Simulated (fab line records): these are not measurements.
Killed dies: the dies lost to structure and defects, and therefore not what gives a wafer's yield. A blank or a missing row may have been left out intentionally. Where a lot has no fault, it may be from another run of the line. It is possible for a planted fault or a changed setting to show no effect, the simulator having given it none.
Chamber matching ; flow rit_cmos ; 4 sister chambers for RIT_GATE_ETCH_19 on rie_si-02
The step etches poly-Si in SF6/CHF3/O2, stops on SiO2, time 165 s, target depth 312.5 nm. 8 wafers are shown with their chamber, then 7 later ones without.

## EACH WAFER AND ITS CHAMBER
wafer;chamber;drypump_motor_current_A (A);throttle_valve_pct (%)
L993.1;0;5.7;10.06
L993.6;1;5.5;10.28
L995.6;3;5.1;10.14
L997.1;3;5.1;10.14
L997.4;2;6.3;10.40
L997.6;1;5.4;10.27
L999.1;0;5.7;10.04
L999.2;2;6.3;10.40

## WAFERS MISSING THEIR CHAMBER
wafer;drypump_motor_current_A (A);throttle_valve_pct (%)
L999.3;5.4;10.29
L101.2;5.7;10.06
L101.4;5.1;10.17
L101.5;5.5;10.26
L103.1;5.1;10.15
L103.4;6.3;10.40
L103.5;6.3;10.41

## WHICH CHAMBER EACH ONE RAN IN
wafer;from the rows above;in truth
L999.3;1;1
L101.2;0;0
L101.4;3;3
L101.5;1;1
L103.1;3;3
L103.4;2;2
L103.5;2;2
Placed correctly: 7 of 7. Left unplaced by these rows: 0. 0 placed wrongly.
How it was worked out, from the rows above alone: a wafer's distance from a chamber is the root of the sum, over the readings, of the square of ((its reading less the chamber's mean) divided by the reading's scatter). The wafer belongs to the nearest chamber; if the next one is less than 2 further off, it can't be placed. Each chamber's mean is taken over the wafers shown for it. The scatter: take each reading less its chamber's mean, square it, sum over the shown wafers, divide by the number of wafers less the number of chambers, and take the root.
